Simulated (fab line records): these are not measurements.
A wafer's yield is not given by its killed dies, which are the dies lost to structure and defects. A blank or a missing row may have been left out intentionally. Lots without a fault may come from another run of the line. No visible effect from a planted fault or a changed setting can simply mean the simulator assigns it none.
Struck lot and sound lot, side by side | flow berkeley cmos170 | 17 steps out of a route of 331
Sound: these wafers, L769.3, L769.5, L769.6. Wafers L781.1, L781.2, L781.4 were the ones struck. Last of all comes the cause.
At each step with rows: each side's tool, then ch and its chambers, then its first start. Under that, the readings that differ: sound wafers | struck wafers | difference of the means | sigmas: that difference in standard deviations of wafers without a fault.
alike: words and numbers the same on both sides, and readings whose means are apart by under 2 such deviations; not compared: readings that were withheld, readings missing a value for some wafer, numbers with overlapping values and no deviation given by the record, and bounds like >300 which may hide the same value.
A row with sigmas, a row that says differs or no value, or rows on one side alone: a step with any of these is where the two part. Numbers that don't overlap but have no deviation are shown without sigmas and don't part them. A reading that every wafer of one side lacks parts them only if that side has two wafers or more.

first, 1 step without rows for these wafers: UCB170_M3_SOFTBAKE_06 (time 60 s).
UCB170_M3_STRIP_07: strips in O2.
  sound on plasma asher-03 ch 0,1, day 9 15:50; struck on plasma asher-03 ch 0,1, day 12 13:07
  alike: chamber pressure mTorr, drypump motor current A, oes product au, strip time to endpoint s
  not compared: rf hours counter h
then, 7 steps without rows for these wafers: UCB170_M3_STRIP_08 (strips KrF in DMSO, time 600 s); UCB170_M3_COAT_09; UCB170_M3_COAT_10 (resist thk 900 nm); UCB170_M3_SOFTBAKE_11 (time 59.14 s); UCB170_M3_EXPOSE_12 (exposes mask METAL3, target cd 700 nm); UCB170_M3_PEB_13; UCB170_M3_DEVELOP_14 (develop time 45 s).
UCB170_M3_CD_MEAS_15: the cd target is 700 nm.
  sound: cd sem-01 at day 9 17:17; struck: cd sem-01 at day 12 15:08
  alike: cd nm
UCB170_M3_OVL_MEAS_16:
  sound: overlay-02 at day 9 17:23; struck: overlay-01 at day 12 15:16
  reading     | sound     | struck  | difference | sigmas
  M3_OVL (nm) | -5 -5 -10 | 3 -1 11 | +11        | +2
UCB170_M3_ETCH_17: etches BARC in N2/H2.
  sound on rie diel-02 ch 1,2, day 9 17:24; struck on rie diel-04 ch 1,2,3, day 12 15:18
  alike: chamber pressure mTorr, drypump motor current A, h2 flow sccm, oes product au, throttle valve pct
UCB170_M3_METAL_ETCH_18: etches Al in Cl2/BCl3, stops on SiO2, target depth 1170 nm, time 195 s.
  sound on rie metal-02 ch 0,1, day 9 17:30; struck on rie metal-02 ch 0,1, day 12 15:20
  reading                             | sound             | struck            | difference | sigmas
  model.KrF_of_M3_COAT_10.thk nm (nm) | 191.7 191.9 200.8 | 365.2 361.7 369.2 | +170.6     |
  model.M3.feature depth nm (nm)      | 954 951.8 948.5   | 901.1 943.9 897.9 | -37.1      |
  model.SiO2_of_V2_CVD_00.thk nm (nm) | 935 938 936.7     | 952.7 951.2 951.5 | +15.2      |
  alike: chamber pressure mTorr, drypump motor current A, he backside leak sccm, oes product au, throttle valve pct
  not compared: rf hours counter h
UCB170_M3_STRIP_19: strips in O2.
  sound on plasma asher-03 ch 0,1, day 9 17:40; struck on plasma asher-03 ch 0,1, day 12 15:32
  reading               | sound             | struck            | difference | sigmas
  oes product au (a.u.) | 0.519 0.528 0.528 | 0.704 0.699 0.700 | +0.176     | +13
  alike: chamber pressure mTorr, drypump motor current A
  not compared: rf hours counter h
UCB170_M3_CD_MEAS_90: the cd target is 700 nm.
  sound: cd sem-02 at day 9 17:46; struck: cd sem-02 at day 12 15:38
  alike: cd nm
  not compared: hold
UCB170_M3_BOW_MEAS_20:
  sound: film metro-03 at day 9 17:53; struck: film metro-04 at day 12 15:45
  alike: M3_BOW
  not compared: hold
UCB170_M3_PROBE_99:
  sound: prober-01 at day 9 18:04; struck: prober-01 at day 12 15:52
  reading | sound | struck                                                               | difference                   | sigmas
  hold    | - - - | await dispo/1.5h/scrap await dispo/1.5h/scrap await dispo/1.5h/scrap | no value on the sound wafers |
  not compared: model.etest.antenna m2.short, model.etest.antenna m3.short, model.etest.antenna m3.over limit, model.etest.antenna m2.over limit, model.etest.antenna m3.vt shift v

== WHERE THEY PART ==
At UCB170_M3_OVL_MEAS_16 first; at UCB170_M3_PROBE_99 last (within this record only).

WHY: what had been put in by the simulator
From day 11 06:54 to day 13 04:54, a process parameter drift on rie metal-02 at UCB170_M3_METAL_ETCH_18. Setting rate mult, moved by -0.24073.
